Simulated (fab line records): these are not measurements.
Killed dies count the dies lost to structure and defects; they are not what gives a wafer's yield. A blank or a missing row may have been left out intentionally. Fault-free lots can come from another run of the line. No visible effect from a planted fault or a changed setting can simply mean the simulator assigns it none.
Split-lot study | flow berkeley cmos170 | 23 wafers read from 5 lots, route of 331 steps

ON THE SPLIT
At UCB170_GATE_CVD_04 (deposits poly-Si from SiH4, time 1440 s, target thk 214 nm), the setting temp c was moved away from the recipe's 610 C on 10 of the 23 wafers read, by -2.5% to -1.9%. All remaining wafers had this setting at the recipe value.

FROM THE SPLIT TO THE READING: what the file shows between them, 4 steps
- UCB170_GATE_THK_MEAS_05
- UCB170_GATE_COAT_06
- UCB170_GATE_COAT_07: resist thk 900 nm
- UCB170_GATE_ETCH_14: etches BARC in N2/H2

THE READING
oes product au, in a.u., at UCB170_GATE_ETCH_15 (etches poly-Si in HBr/Cl2, stops on SiO2, time 54.66 s, target depth 278.2 nm). On this fab line, fault-free wafers typically give 0.840 a.u. with a standard deviation of 0.013 a.u.

wafer  | tool, chamber at the split | temp c as run, C | against the recipe | oes product au, a.u. | against lot-mates on the recipe
L075.2 | -, -                       | 610              | recipe             | 0.829                | -
L075.3 | -, -                       | 610              | recipe             | 0.816                | -
L075.4 | -, -                       | 610              | recipe             | 0.816                | -
L075.5 | -, -                       | 610              | recipe             | 0.844                | -
L075.6 | -, -                       | 610              | recipe             | 0.828                | -
L076.2 | -, -                       | 598.6            | -1.9%              | 0.715                | no lot-mate on the recipe
L076.3 | -, -                       | 598.6            | -1.9%              | 0.713                | no lot-mate on the recipe
L076.4 | -, -                       | 598.6            | -1.9%              | 0.722                | no lot-mate on the recipe
L076.5 | -, -                       | 598.6            | -1.9%              | 0.714                | no lot-mate on the recipe
L076.6 | -, -                       | 598.6            | -1.9%              | 0.715                | no lot-mate on the recipe
L078.1 | -, -                       | 594.6            | -2.5%              | 0.650                | no lot-mate on the recipe
L078.3 | -, -                       | 594.6            | -2.5%              | 0.656                | no lot-mate on the recipe
L078.4 | -, -                       | 594.6            | -2.5%              | 0.665                | no lot-mate on the recipe
L078.5 | -, -                       | 594.6            | -2.5%              | 0.656                | no lot-mate on the recipe
L078.6 | -, -                       | 594.6            | -2.5%              | 0.659                | no lot-mate on the recipe
L080.1 | lpcvd-02, 0                | 610              | recipe             | 0.848                | -
L080.2 | lpcvd-02, 0                | 610              | recipe             | 0.842                | -
L080.5 | lpcvd-02, 0                | 610              | recipe             | 0.843                | -
L085.1 | -, -                       | 610              | recipe             | 0.858                | -
L085.2 | -, -                       | 610              | recipe             | 0.849                | -
L085.4 | -, -                       | 610              | recipe             | 0.852                | -
L085.5 | -, -                       | 610              | recipe             | 0.856                | -
L085.6 | -, -                       | 610              | recipe             | 0.861                | -

FIT RESULTS
A straight line over all 23 wafers: oes product au changes by +0.0714 a.u. for each +1% of temp c; r = +0.99; the points scatter about the line by 0.012 a.u.
Too few moved wafers have a lot-mate on the recipe to fit a line with each lot's own level taken away.

THE WHOLE CHAIN: every reading that the file lists as answering this split, in the file's order
step                    | what it does                                                                  | reading                                                                        | change (the file's fit)                  | r (the file's)
UCB170_GATE_CVD_04      | deposits poly-Si from SiH4, time 1440 s, target thk 214 nm                    | poly-Si_of_GATE_CVD_04.thk nm (the simulator's own value, which no gauge read) | +26.2 nm for each +1% of the setting     | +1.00
UCB170_GATE_THK_MEAS_05 |                                                                               | GATE_POLY_THK                                                                  | +26.2 for each +1% of the setting        | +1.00
UCB170_GATE_ETCH_15     | etches poly-Si in HBr/Cl2, stops on SiO2, time 54.66 s, target depth 278.2 nm | oes product au                                                                 | +0.0713 a.u. for each +1% of the setting | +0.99
UCB170_GATE_ETCH_15     | etches poly-Si in HBr/Cl2, stops on SiO2, time 54.66 s, target depth 278.2 nm | GATE.feature depth nm (the simulator's own value, which no gauge read)         | +26.2 nm for each +1% of the setting     | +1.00
UCB170_GATE_ETCH_15     | etches poly-Si in HBr/Cl2, stops on SiO2, time 54.66 s, target depth 278.2 nm | etch.depth nm (the simulator's own value, which no gauge read)                 | +25.7 nm for each +1% of the setting     | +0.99

FILE'S OWN FIT
oes product au changes by +0.0713 a.u. for each +1% of temp c, r = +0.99.
